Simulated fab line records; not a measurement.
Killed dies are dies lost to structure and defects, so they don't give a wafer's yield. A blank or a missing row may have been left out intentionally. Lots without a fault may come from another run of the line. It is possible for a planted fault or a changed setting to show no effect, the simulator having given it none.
Which tool is to blame? -- flow berkeley_cmos170 -- 21 wafers from 7 lots sampled at 2 of the route's 331 steps

## WHAT THE GAUGES SHOWED, per wafer
UCB170_CONTACT_CD_MEAS_90: the cd target is 700 nm.
lot,measured,on,cd_nm (nm)
L902,day 8 12:11,cd_sem-01,700.7 700.6 699.7
L904,day 8 17:01,cd_sem-02,700.7 700.1 701.2
L910,day 10 10:24,cd_sem-02,698.7 697.9 699.0
L912,day 11 03:37,cd_sem-02,701.7 701.2 700.6
L917,day 12 18:35,cd_sem-01,700.9 701.3 699.4
L920,day 12 15:47,cd_sem-02,699.0 700.6 699.5
L923,day 13 06:59,cd_sem-02,703.2 703.7 702.3

## EACH LOT AND THE TOOL THAT RAN IT (in order: tool; ch and the chambers of the sampled wafers; start)
lot,UCB170_ZERO_ETCH_06
L902,"rie_diel-02 ch 2,3, day 1 23:49"
L904,"rie_diel-02 ch 0,2,3, day 2 09:41"
L910,"rie_diel-03 ch 0,1, day 3 17:29"
L912,"rie_diel-02 ch 1,3, day 4 06:16"
L917,"rie_diel-01 ch 1,2,3, day 5 09:18"
L920,"rie_diel-01 ch 1,2,3, day 5 18:25"
L923,"rie_diel-01 ch 2,3, day 6 15:16"
- UCB170_ZERO_ETCH_06: etches SiO2 in CHF3/CF4/Ar, time 12 s.

## THE ANSWER, worked out from the rows above alone
Rule: what is usual is taken from the lots themselves. Put in order of their means at a reading, lots are off if they are a third of the lots or fewer, leave a main group of 4 or more, and stand apart from it by a gap of 3 or more times the standard deviation of the main group's means; of several such gaps the widest counts. A main group is skipped when, at the precision printed for the reading in the tables above, its means are all equal. Also off: a lot with no number at a reading for which 4 or more lots have one. Where the step has rows for the other lots, those lots are counted as sound.
Nothing can be told from this: no lot is off at any reading shown.

## WHAT HAD BEEN PUT IN BY THE SIMULATOR
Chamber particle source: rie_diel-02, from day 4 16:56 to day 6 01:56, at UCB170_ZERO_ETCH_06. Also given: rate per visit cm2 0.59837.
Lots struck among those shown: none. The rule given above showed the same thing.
